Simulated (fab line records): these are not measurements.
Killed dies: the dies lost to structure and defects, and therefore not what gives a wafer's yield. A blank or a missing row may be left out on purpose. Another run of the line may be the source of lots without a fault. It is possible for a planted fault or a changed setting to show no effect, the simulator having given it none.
Shared-tool check / flow rit cmos / Sampled: 13 lots, 39 wafers

WHY THIS WAS OPENED
At RIT_GATE_THK_MEAS_07 the reading GATE_OXIDE_THK is flagged on 2 of 13 lots. Wafers without a fault read 3.02 nm, standard deviation 0.057.
Rule: a lot is flagged when every wafer of it that has a number lies more than 4 standard deviations from that mean, or none has a number. As for the other lots, they are considered sound.

lot=L194; measured=day 2 20:07; on=film metro-03; GATE_OXIDE_THK (nm), wafer by wafer=3.01 2.99 2.94; flag=
lot=L195; measured=day 3 01:16; on=film metro-02; GATE_OXIDE_THK (nm), wafer by wafer=3.07 3.04 3.06; flag=
lot=L196; measured=day 3 18:22; on=film metro-03; GATE_OXIDE_THK (nm), wafer by wafer=3.03 3.02 2.94; flag=
lot=L200; measured=day 4 09:25; on=film metro-02; GATE_OXIDE_THK (nm), wafer by wafer=3.28 3.32 3.37; flag=FLAGGED
lot=L201; measured=day 5 01:38; on=film metro-04; GATE_OXIDE_THK (nm), wafer by wafer=3.06 3.07 3.05; flag=
lot=L204; measured=day 5 08:10; on=film metro-04; GATE_OXIDE_THK (nm), wafer by wafer=3.38 3.42 3.32; flag=FLAGGED
lot=L208; measured=day 5 22:40; on=film metro-04; GATE_OXIDE_THK (nm), wafer by wafer=3.12 3.06 3.08; flag=
lot=L211; measured=day 6 07:38; on=film metro-02; GATE_OXIDE_THK (nm), wafer by wafer=3.03 3.11 3.03; flag=
lot=L210; measured=day 6 07:53; on=film metro-02; GATE_OXIDE_THK (nm), wafer by wafer=3.07 3.01 2.98; flag=
lot=L213; measured=day 6 11:43; on=film metro-02; GATE_OXIDE_THK (nm), wafer by wafer=3.02 3.00 2.94; flag=
lot=L215; measured=day 6 23:27; on=film metro-04; GATE_OXIDE_THK (nm), wafer by wafer=3.04 2.96 2.98; flag=
lot=L216; measured=day 7 01:32; on=film metro-04; GATE_OXIDE_THK (nm), wafer by wafer=2.97 2.98 2.90; flag=
lot=L217; measured=day 7 09:52; on=film metro-04; GATE_OXIDE_THK (nm), wafer by wafer=2.99 2.98 3.01; flag=
Average over the flagged lots: 3.35 nm; offset from the usual +0.33 nm, equal to +6 standard deviations.

LOT BY LOT: THE TOOL USED
The record keeps 1 process step preceding the reading, out of 202 steps on the route. Read each cell as the tool, then ch plus the chambers that the sampled wafers visited, then the start.
lot=L194; flag=; RIT_GATE_OXIDATION_05=furnace-04 ch 0, day 2 17:28
lot=L195; flag=; RIT_GATE_OXIDATION_05=furnace-03 ch 0, day 2 22:37
lot=L196; flag=; RIT_GATE_OXIDATION_05=furnace-04 ch 0, day 3 05:03
lot=L200; flag=FLAGGED; RIT_GATE_OXIDATION_05=furnace-04 ch 0, day 4 05:43
lot=L201; flag=; RIT_GATE_OXIDATION_05=furnace-03 ch 0, day 4 22:18
lot=L204; flag=FLAGGED; RIT_GATE_OXIDATION_05=furnace-04 ch 0, day 5 02:00
lot=L208; flag=; RIT_GATE_OXIDATION_05=furnace-03 ch 0, day 5 20:56
lot=L211; flag=; RIT_GATE_OXIDATION_05=furnace-01 ch 0, day 6 05:26
lot=L210; flag=; RIT_GATE_OXIDATION_05=furnace-01 ch 0, day 6 06:31
lot=L213; flag=; RIT_GATE_OXIDATION_05=furnace-01 ch 0, day 6 09:52
lot=L215; flag=; RIT_GATE_OXIDATION_05=furnace-03 ch 0, day 6 22:08
lot=L216; flag=; RIT_GATE_OXIDATION_05=furnace-03 ch 0, day 7 00:09
lot=L217; flag=; RIT_GATE_OXIDATION_05=furnace-03 ch 0, day 7 06:37
What the steps here do:
- RIT_GATE_OXIDATION_05: target thk 3 nm, ox time 270 s.
- RIT_GATE_THK_MEAS_07

FLAGGED AGAINST TOTAL, ONE TOOL AT A TIME (gauges that did the reading follow at the end)
step=RIT_GATE_OXIDATION_05; tool=furnace-01; lots run=3; flagged=0; share of the flagged lots=none; sound lots run after its first flagged lot=-
step=RIT_GATE_OXIDATION_05; tool=furnace-03; lots run=6; flagged=0; share of the flagged lots=none; sound lots run after its first flagged lot=-
step=RIT_GATE_OXIDATION_05; tool=furnace-04; lots run=4; flagged=2; share of the flagged lots=all; sound lots run after its first flagged lot=0
step=RIT_GATE_THK_MEAS_07; tool=film metro-02; lots run=5; flagged=1; share of the flagged lots=some; sound lots run after its first flagged lot=3 (L211,L210,L213)
step=RIT_GATE_THK_MEAS_07; tool=film metro-03; lots run=2; flagged=0; share of the flagged lots=none; sound lots run after its first flagged lot=-
step=RIT_GATE_THK_MEAS_07; tool=film metro-04; lots run=6; flagged=1; share of the flagged lots=some; sound lots run after its first flagged lot=4 (L208,L215,L216,L217)

WHAT THE TABLE PERMITS
In the table, 1 row covers all flagged lots: furnace-04 at RIT_GATE_OXIDATION_05.
- furnace-04 at RIT_GATE_OXIDATION_05: 2 of its 4 lots flagged. A fault beginning between L196 (day 3 05:03), its last sound lot, and L200 (day 4 05:43), its first flagged one, fits the data. Its own readings lie more than 4 standard deviations out on every wafer of the flagged lots: tube center temp C, tube_center_temp_C_max.
One tool is left: furnace-04 at RIT_GATE_OXIDATION_05.

WHAT THE SIMULATOR HAD PUT IN
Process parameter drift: furnace-04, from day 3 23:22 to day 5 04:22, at RIT_GATE_OXIDATION_05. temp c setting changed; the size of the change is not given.
Lots struck among those shown: L200, L204. The rule above found the same.
